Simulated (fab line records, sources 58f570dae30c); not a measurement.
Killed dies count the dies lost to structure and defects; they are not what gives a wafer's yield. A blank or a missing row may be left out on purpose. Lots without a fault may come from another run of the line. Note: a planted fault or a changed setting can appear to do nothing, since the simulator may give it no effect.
One fault through the eyes of 2 desks | flow berkeley-cmos170 | only its own numbers are on each desk; what lay behind them is given at the end

TOOL OWNER'S DESK, furnace-01
The tool's own readings at UCB170_WELLDRIVE_OXIDATION_01 (target thk 199 nm, ox time 9000 s): means of the sampled wafers that have a number, for each lot that ran on this tool. If a lot's mean is further than 4 standard deviations from the usual mean, the lot is out of limits and carries the mark OUT (the distance appears in the brackets).
Columns: A = spike-tc-centre-C at UCB170_WELLDRIVE_OXIDATION_01, usual 1102.2 C; B = spike-tc-load-C at UCB170_WELLDRIVE_OXIDATION_01, usual 1127.3 C; C = spike-tc-source-C at UCB170_WELLDRIVE_OXIDATION_01, usual 1125 C; D = tube-center-temp-C at UCB170_WELLDRIVE_OXIDATION_01, usual 1100 C; E = tube_center_temp_C_max at UCB170_WELLDRIVE_OXIDATION_01, usual 1102.8; F = zone-power-centre-pct at UCB170_WELLDRIVE_OXIDATION_01, usual 58.7 %
lot  | first seen here | A                | B                | C               | D                      | E                | F
L551 | day 4 02:34     | 1102.9           | 1130.7           | 1122            | 1100                   | 1102.7           | 58.5
L552 | day 4 02:34     | 1102.6           | 1129.3           | 1121            | 1100                   | 1102.5           | 59.4
L553 | day 4 08:55     | 1102.9           | 1128.8           | 1120            | 1100                   | 1103.2           | 58.9
L554 | day 4 19:20     | 1103.1           | 1130.6           | 1121            | 1100                   | 1103.2           | 59.3
L558 | day 5 13:40     | 1134.3 (+32) OUT | 1161.5 (+19) OUT | 1153 (+8.6) OUT | 1132 (+99 or more) OUT | 1134.4 (+73) OUT | 60.7
L562 | day 6 11:02     | 1135.1 (+33) OUT | 1161.8 (+19) OUT | 1154 (+9.1) OUT | 1132 (+99 or more) OUT | 1134.6 (+74) OUT | 60.5
Finding of this desk: L558, L562 out of limits; the first was L558 at day 5 13:40, on spike-tc-centre-C at UCB170_WELLDRIVE_OXIDATION_01. L551, L552, L553, L554: within limits.

FROM THE METROLOGY DESK
Means of the sampled wafers that have a number, per lot and without regard to the tool the lot ran on: this is what the gauges read. If a lot's mean is further than 4 standard deviations from the usual mean, the lot is out of limits and carries the mark OUT (the distance appears in the brackets).
Columns: A = WELLDRIVE_OXIDE_THK at UCB170_WELLDRIVE_THK_MEAS_02, usual 198 nm; B = NLDD_OVL at UCB170_NLDD_OVL_MEAS_07, usual -1 nm
lot  | first seen here | A              | B
L548 | day 3 08:31     | 193            | -3
L549 | day 3 12:18     | 209            | -1
L551 | day 4 06:04     | 193            | -4
L552 | day 4 06:05     | 198            | 3
L553 | day 4 12:25     | 193            | -7
L554 | day 4 22:50     | 198            | 0
L558 | day 5 17:10     | 231 (+7.9) OUT | 9
L559 | day 6 01:33     | 197            | 1
L560 | day 6 01:34     | 199            | 3
L562 | day 6 14:32     | 228 (+7.2) OUT | -1
L566 | day 7 11:42     | 196            | -1
L568 | day 7 20:29     | 203            | 9
L567 | day 7 20:29     | 198            | -7
L570 | day 8 02:59     | 200            | 1
This desk finds L558, L562 out of limits, with the earliest case on L558 at day 5 17:10 (WELLDRIVE_OXIDE_THK at UCB170_WELLDRIVE_THK_MEAS_02). L548, L549, L551, L552, L553, L554, L559, L560, L566, L568, L567, L570: within limits.

ALL TOGETHER
The tool owner's desk had the chance to raise an alarm at day 5 13:40 on L558, L562.
L558, L562 would have let the metrology desk raise an alarm at day 5 17:10.
Of the lots named, all ran UCB170_WELLDRIVE_OXIDATION_01 on furnace-01.

WHAT THE SIMULATOR PUT IN
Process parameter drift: furnace-01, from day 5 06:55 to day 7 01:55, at UCB170_WELLDRIVE_OXIDATION_01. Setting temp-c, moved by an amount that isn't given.
Lots struck among those shown: L558, L562.
Hours from the fault's start to each desk's first reading out of limits: the tool owner's desk, 7; the metrology desk, 10.
